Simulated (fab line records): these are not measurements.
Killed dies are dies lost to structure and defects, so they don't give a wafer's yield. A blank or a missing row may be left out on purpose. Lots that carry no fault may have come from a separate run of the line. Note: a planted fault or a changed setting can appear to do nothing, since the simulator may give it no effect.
Struck lot and sound lot, side by side || flow ritCmos || 28 steps out of a route of 202
Sound: wafers L465.1, L465.3, L465.6. The struck wafers were L474.1, L474.2, L474.4. Last of all comes the cause.
Each step with rows lists, per side, the tool, then ch with its chambers, then its first start. Under that, the readings that differ: sound wafers || struck wafers || difference of the means || sigmas: that difference in standard deviations of wafers without a fault.
alike: readings with means less than 2 such deviations apart, plus words and numbers identical on both sides. not compared: withheld readings, readings lacking a value on some wafer, bounds such as >300 that could conceal the same value, and numbers that have no deviation in the record and whose values overlap.
The two part at a step that has a row with sigmas, a row that says differs or no value, or rows on one side only. Numbers that don't overlap but have no deviation are shown without sigmas and don't part them. A reading that every wafer of one side lacks parts them only if that side has two wafers or more.

RIT_ACTIVE_BOW_MEAS_00:
  sound on filmMetro-01, day 2 11:00; struck on filmMetro-01, day 4 08:00
  alike: INCOMING_BOW
RIT_ACTIVE_OXIDATION_01: target thk 46.8 nm, ox time 3360 s.
  sound on furnace-04 ch 0, day 2 11:19; struck on furnace-01 ch 0, day 4 09:05
{"reading": "spikeTcCentreC (C)", "sound": "1002.9 1000.7 1002.9", "struck": "1015.4 1016.9 1018.5", "difference": "+14.8", "sigmas": "+13"}
{"reading": "spikeTcLoadC (C)", "sound": "1030.0 1031.3 1030.0", "struck": "1048.1 1044.8 1045.7", "difference": "+15.8", "sigmas": "+11"}
{"reading": "spikeTcSourceC (C)", "sound": "1026.3 1025.4 1027.9", "struck": "1040.5 1041.6 1040.2", "difference": "+14.2", "sigmas": "+9"}
{"reading": "tubeCenterTempC (C)", "sound": "1000.1 999.96 1000.1", "struck": "1015 1015 1015", "difference": "+15", "sigmas": "+99 or more"}
{"reading": "tube_center_temp_C_max", "sound": "1002.4 1002.3 1003.4", "struck": "1016.7 1017.6 1017.3", "difference": "+14.5", "sigmas": "+33"}
{"reading": "model.SiO2_of_ACTIVE_OXIDATION_01.thkNm (nm)", "sound": "46.04 46.16 45.32", "struck": "54 53.94 53.97", "difference": "+8", "sigmas": ""}
RIT_ACTIVE_THK_MEAS_02:
  sound on filmMetro-04, day 2 13:14; struck on filmMetro-01, day 4 11:15
{"reading": "ACTIVE_OXIDE_THK (nm)", "sound": "46.0 46.2 45.3", "struck": "54.0 53.9 54.0", "difference": "+8.1", "sigmas": "+8"}
  not compared: hold
then, 1 step without rows for these wafers: RIT_ACTIVE_CVD_03 (deposits Si3N4 from SiH2Cl2/NH3, target thk 150 nm, time 1500 s).
RIT_ACTIVE_THK_MEAS_04:
  sound on filmMetro-04, day 2 14:43; struck on filmMetro-01, day 4 18:07
  alike: ACTIVE_NITRIDE_THK
then, 6 steps without rows for these wafers: RIT_ACTIVE_HMDS_05 (prime time 60 s); RIT_ACTIVE_COAT_06 (resist thk 1000 nm); RIT_ACTIVE_SOFTBAKE_07 (time 60 s); RIT_ACTIVE_EXPOSE_08 (exposes mask M1, target cd 1400 nm); RIT_ACTIVE_PEB_09; RIT_ACTIVE_DEVELOP_10 (develop time 50 s).
RIT_ACTIVE_CD_MEAS_11 targets a cd of 1400 nm.
  sound on cdSem-01, day 2 15:52; struck on cdSem-01, day 4 19:23
  alike: cdNm
then, 1 step without rows for these wafers: RIT_ACTIVE_HARDBAKE_12 (time 60 s).
RIT_ACTIVE_ETCH_13: etches Si3N4 in SF6, stops on SiO2, time 210 s, target depth 210 nm.
  sound on rieDiel-02 ch 0,1,3, day 2 16:08; struck on rieDiel-03 ch 0,3, day 4 19:51
  alike: drypumpMotorCurrentA, oesProductAu, throttleValvePct
  not compared: rfHoursCounterH
RIT_ACTIVE_STRIP_14: strips in O2, time 180 s.
  sound on plasmaAsher-04 ch 0,1, day 2 16:16; struck on plasmaAsher-04 ch 0,1, day 4 20:16
  alike: drypumpMotorCurrentA
  not compared: rfHoursCounterH
RIT_ACTIVE_CD_MEAS_90 targets a cd of 1400 nm.
  sound on cdSem-02, day 2 16:26; struck on cdSem-02, day 4 20:26
  alike: cdNm
then, 4 steps without rows for these wafers: RIT_ACTIVE_CLEAN_15 (cleans in SC1, time 600 s); RIT_ACTIVE_CLEAN_16 (cleans in dHF, time 30 s); RIT_ACTIVE_CLEAN_17 (cleans in SC2, time 600 s); RIT_FOX1_OXIDATION_00 (target thk 350.7 nm, ox time 1130 s).
RIT_FOX1_THK_MEAS_01:
  sound on filmMetro-02, day 2 18:16; struck on filmMetro-03, day 4 23:13
  alike: FOX1_OXIDE_THK
then, 2 steps without rows for these wafers: RIT_FOX1_WET_ETCH_02 (etches SiO2 in BOE, target depth 350 nm, time 390 s); RIT_FOX2_OXIDATION_00 (target thk 350.7 nm, ox time 1130 s).
RIT_FOX2_THK_MEAS_01:
  sound on filmMetro-01, day 2 19:45; struck on filmMetro-01, day 5 00:58
  alike: FOX2_OXIDE_THK
then, 1 step without rows for these wafers: RIT_FOX2_CLEAN_02 (cleans in dHF, time 180 s).
RIT_FOX2_WET_ETCH_03: etches Si3N4 in H3PO4, target depth 195 nm, time 2700 s.
  sound on wetBench-04 ch 1, day 2 19:52; struck on wetBench-01 ch 1, day 5 01:56
{"reading": "model.SiO2_of_ACTIVE_OXIDATION_01.thkNm (nm)", "sound": "39.57 40.64 39.42", "struck": "48 46.79 47.99", "difference": "+8", "sigmas": ""}
  alike: bathGuardTempC
RIT_FOX2_THK_MEAS_90:
  sound on filmMetro-01, day 2 20:41; struck on filmMetro-04, day 5 02:41
  alike: FIELD_OXIDE_LEFT_1_THK
-- the record jumps here: 2 days lie between the struck wafers' starts before and after (it left off in module FOX2 and takes up again in module M1, whose first step shown is number 202 of the route) --
RIT_M1_PROBE_99:
  sound on prober-01, day 4 09:13; struck on prober-02, day 7 02:59
  alike: killedAtFrontEnd, killedDies, killedOpen, killedShort

## WHERE THEY PART
Last at RIT_ACTIVE_THK_MEAS_02 as far as this record goes, first at RIT_ACTIVE_OXIDATION_01. Later steps at which nothing parts them and some readings are alike: RIT_ACTIVE_THK_MEAS_04, RIT_ACTIVE_CD_MEAS_11, RIT_ACTIVE_ETCH_13, RIT_ACTIVE_STRIP_14, RIT_ACTIVE_CD_MEAS_90, RIT_FOX1_THK_MEAS_01, RIT_FOX2_THK_MEAS_01, RIT_FOX2_WET_ETCH_03, RIT_FOX2_THK_MEAS_90, RIT_M1_PROBE_99.

WHY: what the simulator had put in
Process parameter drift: furnace-01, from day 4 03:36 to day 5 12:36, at RIT_ACTIVE_OXIDATION_01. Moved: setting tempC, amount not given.
